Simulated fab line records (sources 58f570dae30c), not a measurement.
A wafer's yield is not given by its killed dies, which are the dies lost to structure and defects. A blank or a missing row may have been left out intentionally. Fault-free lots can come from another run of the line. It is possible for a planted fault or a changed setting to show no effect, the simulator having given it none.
fab line records | flow berkeley-cmos170
[record] lots = 5 | wafers = 15 | last-day = 13
route steps=331 shown M2@282
lots that met no fault: from a run of the same line without faults
start-h: the number of hours between the record's first day and the start of the first shown wafer of the lot | wait-h: hours elapsed since this lot's preceding step | " repeats the value in the row above | L1.1+2: one row covering several wafers at once | - no value, or no start was given | * or withheld: withheld | < > ~ a bound
route shown NAME@n: names a module that has steps shown in the file, with the first one's number in the route | usual: mean and standard deviation over wafers with no fault | same: alike in all rows | chamber/n: place in a boat | sites: the reading at each site | _std_site: standard deviation of those values | _edge_site: outer sites' mean less inner sites' | radius-mm: how far each site lies from the wafer's centre | mask NAME#n: copy n | behind: the tool/chamber that last shaped the wafer | hold: why the lot went on hold/how many hours it stayed there/how the hold came to an end | device: the n, p or np transistor that did not switch | end of line: tests run on the same wafers once the route is complete | step lacking rows: just its recipe | killed: the dies lost at the first sort to structure and to defects; this is not the yield of the wafer | map: a wafer's dies, x killed, . not, _ none there
set.NAME: the run value of the setting; set.NAME@STEP: its run value at that earlier step | model.NAME: the simulator's own value behind a step, which no gauge read
lots at some steps of the route; a table a step, a row a wafer
services: the hour from which a tool's chamber was out of use, counted from the record's first day as start-h (under 0 if before that day), plus the number of hours and why
[[steps]]
[step UCB170_M2_SOFTBAKE_11]
[recipe] resist = KrF | temp-c = 130 | time-s = 60
lot.wafer  | tool           | chamber | start-h | wait-h
L079.1+4+6 | litho-track-03 | 0       | -       | -
L089.3+4+6 | litho-track-04 | 0       | -       | -
L088.1+2+3 | litho-track-01 | 0       | -       | -
L093.3+5+6 | litho-track-03 | 0       | -       | -
L095.4+5+6 | litho-track-03 | 0       | -       | -
[step UCB170_M2_EXPOSE_12]
[recipe] mask-id = METAL2 | target-cd-nm = 700 | na = 0.5 | sigma-outer = 0.6 | source-shape = conventional | dose-mj = 26
[same] sigma-outer = 0.6
lot.wafer  | tool           | chamber | start-h | wait-h | mask
L079.1+4+6 | krf-scanner-02 | 0       | 212.50  | -      | METAL2#0
L089.3+4+6 | krf-scanner-01 | 0       | 249.79  | -      | METAL2#0
L088.1+2+3 | krf-scanner-02 | 0       | 251.83  | -      | METAL2#0
L093.3+5+6 | krf-scanner-02 | 0       | 289.02  | -      | METAL2#0
L095.4+5+6 | krf-scanner-02 | 0       | 301.12  | -      | METAL2#0
[step UCB170_M2_PEB_13]
[recipe] peb-temp-c = 130 | peb-time-s = withheld | resist = KrF
lot.wafer  | tool           | chamber | start-h | wait-h
L079.1+4+6 | litho-track-01 | 0       | 213.10  | 0.6
L089.3+4+6 | litho-track-01 | 0       | 249.93  | 0.1
L088.1+2+3 | litho-track-03 | 0       | 252.02  | 0.2
L093.3+5+6 | litho-track-03 | 0       | 289.15  | 0.1
L095.4+5+6 | litho-track-01 | 0       | 301.25  | 0.1
[step UCB170_M2_DEVELOP_14]
[recipe] developer = TMAH | develop-time-s = 43.67 | resist = KrF | dev-temp-c = 21
[same] develop-time-s = 43.67
lot.wafer  | tool           | chamber | start-h | wait-h
L079.1+4+6 | litho-track-01 | 0       | -       | -
L089.3+4+6 | litho-track-01 | 0       | -       | -
L088.1+2+3 | litho-track-03 | 0       | -       | -
L093.3+5+6 | litho-track-03 | 0       | -       | -
L095.4+5+6 | litho-track-01 | 0       | -       | -
[step UCB170_M2_CD_MEAS_15]
[recipe] target-cd-nm = 700
[usual] cd-nm = 700.6/1.6
lot.wafer | tool      | chamber | start-h | wait-h | cd-nm
L079.1    | cd-sem-01 | -       | 213.38  | -      | 699.7
L079.4    | "         | -       | "       | "      | 699.8
L079.6    | "         | -       | "       | "      | 699.4
L089.3    | cd-sem-02 | -       | 250.20  | -      | 702.6
L089.4    | "         | -       | "       | "      | 704.9
L089.6    | "         | -       | "       | "      | 703.8
L088.1    | cd-sem-02 | -       | 252.29  | -      | 699.3
L088.2    | "         | -       | "       | "      | 697.6
L088.3    | "         | -       | "       | "      | 698.0
L093.3    | cd-sem-01 | -       | 289.41  | -      | 702.5
L093.5    | "         | -       | "       | "      | 702.9
L093.6    | "         | -       | "       | "      | 701.6
L095.4    | cd-sem-02 | -       | 301.51  | -      | 699.7
L095.5    | "         | -       | "       | "      | 700.1
L095.6    | "         | -       | "       | "      | 701.0
[step UCB170_M2_OVL_MEAS_16]
[usual] M2_OVL = -1/6.3
lot.wafer | tool       | chamber | start-h | wait-h | M2_OVL[nm]
L079.1    | overlay-02 | -       | 213.50  | 0.1    | 1
L079.4    | "          | -       | "       | "      | 6
L079.6    | "          | -       | "       | "      | 3
L089.3    | overlay-02 | -       | 250.29  | 0.1    | -8
L089.4    | "          | -       | "       | "      | 0
L089.6    | "          | -       | "       | "      | -6
L088.1    | overlay-01 | -       | 252.41  | 0.1    | 5
L088.2    | "          | -       | "       | "      | 1
L088.3    | "          | -       | "       | "      | 3
L093.3    | overlay-01 | -       | 289.50  | 0.1    | 5
L093.5    | "          | -       | "       | "      | 9
L093.6    | "          | -       | "       | "      | -1
L095.4    | overlay-01 | -       | 301.59  | 0.1    | 2
L095.5    | "          | -       | "       | "      | 7
L095.6    | "          | -       | "       | "      | 13
[step UCB170_M2_ETCH_17]
[recipe] chemistry = N2/H2 | target-depth-a = withheld | overetch-a = withheld | target = BARC | time-s = withheld | source-w = 500 | bias-w = 100 | pressure-mtorr = 30 | n2-flow-sccm = 100 | h2-flow-sccm = 200
[usual] drypump-motor-current-A = 5.7/0.52 | oes-product-au = 1.004/0.021 | throttle-valve-pct = 13.33/0.19
lot.wafer | tool        | chamber | start-h | wait-h | drypump-motor-current-A | oes-product-au | throttle-valve-pct
L079.1    | rie-diel-02 | 1       | 213.53  | 0.0    | 4.9                     | 0.987          | 13.44
L079.4    | "           | 2       | "       | "      | 5.5                     | 1.016          | 13.33
L079.6    | "           | 1       | "       | "      | 4.9                     | 0.982          | 13.45
L089.3    | rie-diel-03 | 1       | 250.31  | 0.0    | 6.5                     | 0.999          | 13.32
L089.4    | "           | 2       | "       | "      | 6.3                     | 1.054          | 13.25
L089.6    | "           | 2       | "       | "      | 6.3                     | 1.053          | 13.26
L088.1    | rie-diel-01 | 1       | 252.45  | 0.0    | 5.6                     | 1.016          | 13.08
L088.2    | "           | 0       | "       | "      | 5.6                     | 0.973          | 13.02
L088.3    | "           | 3       | "       | "      | 4.8                     | 1.000          | 13.49
L093.3    | rie-diel-01 | 1       | 289.53  | 0.0    | 5.6                     | 1.047          | 13.09
L093.5    | "           | 3       | "       | "      | 4.7                     | 1.026          | 13.51
L093.6    | "           | 2       | "       | "      | 5.9                     | 0.996          | 13.45
L095.4    | rie-diel-01 | 3       | 301.61  | 0.0    | 4.8                     | 1.018          | 13.51
L095.5    | "           | 0       | "       | "      | 5.7                     | 0.996          | 13.05
L095.6    | "           | 3       | "       | "      | 4.8                     | 1.011          | 13.51
[step UCB170_M2_METAL_ETCH_18]
[recipe] chemistry = Cl2/BCl3 | target = Al | stop-on = SiO2 | pressure-mtorr = 12 | target-depth-a = 11700 | over-etch-frac = 0.3 | time-s = 195 | icp-w = 600 | bias-w = 120 | Cl2_flow_sccm = 90 | bcl3-flow-sccm = 45
[usual] bcl3-flow-sccm = 45.00/0.13 | drypump-motor-current-A = 5.8/0.39 | oes-product-au = 0.851/0.017 | throttle-valve-pct = 24.3/0.32
lot.wafer | tool         | chamber | start-h | wait-h | bcl3-flow-sccm | drypump-motor-current-A | oes-product-au | rf-hours-counter-h | throttle-valve-pct
L079.1    | rie-metal-01 | 0       | 213.58  | -      | 44.99          | 5.7                     | 0.864          | 11                 | 24.6
L079.4    | "            | 0       | "       | "      | 45.10          | 5.7                     | 0.852          | -                  | 24.6
L079.6    | "            | 1       | "       | "      | 45.24          | 6.0                     | 0.848          | -                  | 24.0
L089.3    | rie-metal-01 | 1       | 250.48  | -      | 44.96          | 6.0                     | 0.836          | -                  | 24.0
L089.4    | "            | 1       | "       | "      | 44.95          | 6.0                     | 0.852          | -                  | 24.0
L089.6    | "            | 1       | "       | "      | 44.97          | 6.0                     | 0.844          | -                  | 24.0
L088.1    | rie-metal-03 | 1       | 252.49  | -      | 45.12          | 6.7                     | 0.871          | 3                  | 24.7
L088.2    | "            | 0       | "       | "      | 45.04          | 5.1                     | 0.882          | 6                  | 24.5
L088.3    | "            | 0       | "       | "      | 45.01          | 5.1                     | 0.891          | -                  | 24.5
L093.3    | rie-metal-01 | 1       | 289.65  | -      | 44.91          | 6.0                     | 0.831          | -                  | 24.0
L093.5    | "            | 0       | "       | "      | 44.98          | 5.7                     | 0.849          | -                  | 24.8
L093.6    | "            | 1       | "       | "      | 44.90          | 6.0                     | 0.832          | -                  | 24.0
L095.4    | rie-metal-03 | 0       | 301.71  | -      | 44.88          | 5.1                     | 0.885          | -                  | 24.5
L095.5    | "            | 0       | "       | "      | 44.78          | 5.1                     | 0.884          | -                  | 24.5
L095.6    | "            | 1       | "       | "      | 45.05          | 6.7                     | 0.867          | -                  | 24.7
[step UCB170_M2_STRIP_19]
[recipe] chemistry = O2 | power-w = 400 | pressure-mtorr = 3500 | platen-temp-c = withheld | o2-flow-sccm = 400 | overash-fraction = 0.5
[usual] drypump-motor-current-A = 5.81/0.26 | oes-product-au = 0.543/0.015
[same] overash-fraction = 0.5
lot.wafer | tool            | chamber | start-h | wait-h | drypump-motor-current-A | oes-product-au | rf-hours-counter-h
L079.1    | plasma-asher-03 | 1       | 213.76  | 0.1    | 5.56                    | 0.533          | 51
L079.4    | "               | 0       | "       | "      | 5.80                    | 0.538          | -
L079.6    | "               | 0       | "       | "      | 5.80                    | 0.547          | -
L089.3    | plasma-asher-04 | 1       | 250.76  | 0.2    | 5.96                    | 0.553          | -
L089.4    | "               | 0       | "       | "      | 6.30                    | 0.550          | -
L089.6    | "               | 1       | "       | "      | 5.93                    | 0.552          | -
L088.1    | plasma-asher-01 | 0       | 252.68  | 0.1    | 5.96                    | 0.547          | 15
L088.2    | "               | 1       | "       | "      | 5.54                    | 0.543          | 15
L088.3    | "               | 0       | "       | "      | 5.98                    | 0.555          | -
L093.3    | plasma-asher-01 | 0       | 289.85  | 0.1    | 5.98                    | 0.558          | -
L093.5    | "               | 1       | "       | "      | 5.51                    | 0.542          | -
L093.6    | "               | 0       | "       | "      | 5.97                    | 0.550          | -
L095.4    | plasma-asher-03 | 1       | 301.87  | 0.1    | 5.57                    | 0.558          | -
L095.5    | "               | 0       | "       | "      | 5.80                    | 0.546          | -
L095.6    | "               | 1       | "       | "      | 5.58                    | 0.564          | -
[[services]]
tool            | chamber | start-h | hours | kind
rie-diel-03     | 0       | 198.74  | 2.9   | repair
rie-diel-03     | 3       | 231.73  | 1.2   | repair
rie-diel-02     | 2       | 233.23  | 14.0  | repair
krf-scanner-02  | -       | 238.67  | 1.3   | pm
rie-metal-01    | 0       | 238.91  | -     | clean
rie-metal-01    | 0       | 238.91  | 18.3  | scheduled-down
rie-metal-01    | 0       | 238.91  | 18.3  | vent-cycle
krf-scanner-01  | -       | 242.85  | 1.0   | pm
rie-diel-01     | 2       | 252.43  | 13.5  | repair
rie-metal-03    | -       | 253.27  | 1.3   | repair
rie-diel-02     | 3       | 255.19  | 11.5  | repair
plasma-asher-04 | -       | 258.23  | 6.5   | repair
krf-scanner-01  | 0       | 260.12  | -     | calibration
krf-scanner-02  | 0       | 271.81  | -     | calibration
rie-diel-02     | 3       | 278.49  | 2.5   | repair
krf-scanner-01  | -       | 280.97  | 1.3   | pm
krf-scanner-02  | -       | 286.45  | 0.8   | pm
krf-scanner-02  | -       | 287.52  | 0.4   | repair
plasma-asher-03 | -       | 298.05  | 1.5   | repair
krf-scanner-02  | -       | 298.31  | 1.0   | pm
krf-scanner-01  | -       | 299.31  | 4.0   | pm
rie-diel-02     | 1       | 301.13  | 1.3   | repair
[[key]]
fault none
